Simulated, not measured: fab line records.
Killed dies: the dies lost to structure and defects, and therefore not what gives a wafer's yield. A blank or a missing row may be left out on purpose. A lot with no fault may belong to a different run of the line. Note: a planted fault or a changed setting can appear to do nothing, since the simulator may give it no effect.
The same fault as seen by 2 desks -- flow berkeley-cmos170 -- every desk sees just its own numbers, and what lay behind them comes last

== FROM THE METROLOGY DESK ==
Lot by lot, what the gauges showed, no matter which tool ran the lot: averages of those sampled wafers that carry a number. If a lot's mean is further than 4 standard deviations from the usual mean, the lot is out of limits and carries the mark OUT (the distance appears in the brackets).
Columns: A = SPACER_TEOS_THK at UCB170_SPACER_THK_MEAS_01, usual 374 nm
lot,first seen here,A
L425,day 6 06:34,375
L427,day 6 06:58,372
L426,day 6 07:13,372
L434,day 7 21:11,374
L433,day 7 21:53,428 (+11) OUT
L436,day 8 05:43,381
L435,day 8 06:11,428 (+11) OUT
L438,day 8 19:16,376
L439,day 9 05:44,377
L442,day 9 17:10,381
L441,day 9 17:22,373
L444,day 10 09:23,374
L445,day 10 15:29,373
L447,day 11 00:05,375
This desk's result: L433, L435 out of limits, first on L433 (SPACER_TEOS_THK at UCB170_SPACER_THK_MEAS_01), day 7 21:53. In limits: L425, L427, L426, L434, L436, L438, L439, L442, L441, L444, L445, L447.

== FOR THE TOOL OWNER'S DESK: pecvd-01 ==
The tool's own readings at UCB170_SPACER_CVD_00 (deposits SiO2 from TEOS/O2, target thk 376 nm, time 47 s): means of the sampled wafers that have a number, for each lot that ran on this tool. If a lot's mean is further than 4 standard deviations from the usual mean, the lot is out of limits and carries the mark OUT (the distance appears in the brackets).
Columns: A = heater-power-w at UCB170_SPACER_CVD_00, usual 257 W; B = pressure-mtorr at UCB170_SPACER_CVD_00, usual 9002 mTorr
lot,first seen here,A,B
L427,day 6 06:55,216,9000
L433,day 7 21:49,221,9000
L435,day 8 06:08,218,9017
Result from this desk: across the 3 lots, nothing is out of limits.

== PUT TOGETHER ==
The metrology desk could have raised an alarm at day 7 21:53, on L433, L435.
The tool owner's desk saw nothing out of limits.
Tool owner's desk: L433, L435 on record, inside its limits.
All the named lots went through UCB170_SPACER_CVD_00 on pecvd-01.

== WHAT THE SIMULATOR HAD PUT IN ==
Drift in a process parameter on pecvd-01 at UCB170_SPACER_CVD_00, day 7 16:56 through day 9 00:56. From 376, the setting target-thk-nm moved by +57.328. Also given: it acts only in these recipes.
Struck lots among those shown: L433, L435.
Delay in hours, fault start to first out-of-limits reading, per desk: metrology desk 5.
